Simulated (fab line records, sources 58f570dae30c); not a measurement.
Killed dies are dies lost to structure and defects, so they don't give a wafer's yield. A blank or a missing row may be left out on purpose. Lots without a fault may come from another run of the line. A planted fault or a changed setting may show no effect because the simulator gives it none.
One fault seen from 2 desks | flow berkeley_cmos170 | each desk has only its own numbers; what lay behind them comes last

THE TOOL OWNER'S DESK: furnace-03
The tool's own readings at UCB170_M1_ANNEAL_14 (time 1200 s): means of the sampled wafers that have a number, for each lot that ran on this tool. A lot is out of limits, marked OUT, if its mean lies more than 4 standard deviations from the usual mean; the brackets give that distance. Of its 8 readings 7 are shown: the one that was out of limits first, and those that lie furthest out on some lot.
Columns: A = spike_tc_centre_C at UCB170_M1_ANNEAL_14, usual 404.4 C; B = spike_tc_load_C at UCB170_M1_ANNEAL_14, usual 417.7 C; C = spike_tc_source_C at UCB170_M1_ANNEAL_14, usual 414.2 C; D = tube_center_temp_C at UCB170_M1_ANNEAL_14, usual 400 C; E = tube_center_temp_C_max at UCB170_M1_ANNEAL_14, usual 401.04; F = zone_power_load_pct at UCB170_M1_ANNEAL_14, usual 5.82 %; G = zone_power_source_pct at UCB170_M1_ANNEAL_14, usual 5.75 %
lot  | first seen here | A               | B               | C               | D                     | E                        | F              | G
L972 | day 8 01:53     | 403.9           | 417.7           | 414.3           | 400                   | 400.98                   | 5.84           | 5.74
L973 | day 8 17:10     | 404.6           | 418.7           | 414.0           | 400                   | 401.09                   | 5.86           | 5.75
L974 | day 8 17:10     | 404.8           | 416.4           | 413.8           | 400                   | 400.94                   | 5.77           | 5.77
L977 | day 9 12:38     | 403.1           | 418.0           | 413.7           | 400                   | 401.02                   | 5.83           | 5.74
L978 | day 9 21:45     | 364.3 (-40) OUT | 377.6 (-40) OUT | 374.6 (-46) OUT | 360 (-99 or more) OUT | 360.98 (-99 or more) OUT | 5.06 (-13) OUT | 4.97 (-14) OUT
L979 | day 10 01:18    | 364.6 (-40) OUT | 378.8 (-39) OUT | 373.9 (-47) OUT | 360 (-99 or more) OUT | 361.09 (-99 or more) OUT | 5.02 (-14) OUT | 5.01 (-14) OUT
L980 | day 10 02:38    | 364.0 (-40) OUT | 377.0 (-41) OUT | 373.6 (-47) OUT | 360 (-99 or more) OUT | 361.17 (-99 or more) OUT | 5.10 (-12) OUT | 4.98 (-14) OUT
This desk's finding: out of limits on L978, L979, L980; first on L978, day 9 21:45 (spike_tc_centre_C at UCB170_M1_ANNEAL_14). In limits: L972, L973, L974, L977.

THE METROLOGY DESK
What the gauges read, lot by lot, whatever tool the lot ran on: means of the sampled wafers that have a number. A lot is out of limits, marked OUT, if its mean lies more than 4 standard deviations from the usual mean; the brackets give that distance.
Columns: A = cd_nm at UCB170_M1_CD_MEAS_09, usual 700.5 nm; B = M1_OVL at UCB170_M1_OVL_MEAS_10, usual 6 nm; C = cd_nm at UCB170_M1_CD_MEAS_90, usual 701.1 nm
lot  | first seen here | A     | B  | C
L972 | day 8 01:22     | 700.2 | -1 | 700.8
L973 | day 8 10:47     | 702.3 | 10 | 702.6
L974 | day 8 11:47     | 698.5 | 7  | 698.3
L977 | day 9 12:08     | 701.1 | 6  | 699.2
L978 | day 9 21:11     | 698.5 | 0  | 696.7
L979 | day 9 23:55     | 698.9 | 4  | 701.9
L980 | day 10 01:20    | 699.5 | 9  | 698.7
This desk's finding: nothing out of limits on any of the 7 lots.

PUT TOGETHER
The tool owner's desk could have raised an alarm at day 9 21:45, on L978, L979, L980.
The metrology desk saw nothing out of limits.
The metrology desk has L978, L979, L980 on record, within its limits.
Of the lots named, all ran UCB170_M1_ANNEAL_14 on furnace-03.

WHAT THE SIMULATOR HAD PUT IN
Process parameter drift: furnace-03, from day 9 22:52 on, at UCB170_M1_ANNEAL_14. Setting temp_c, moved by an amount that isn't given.
Lots struck among those shown: L978, L979, L980.
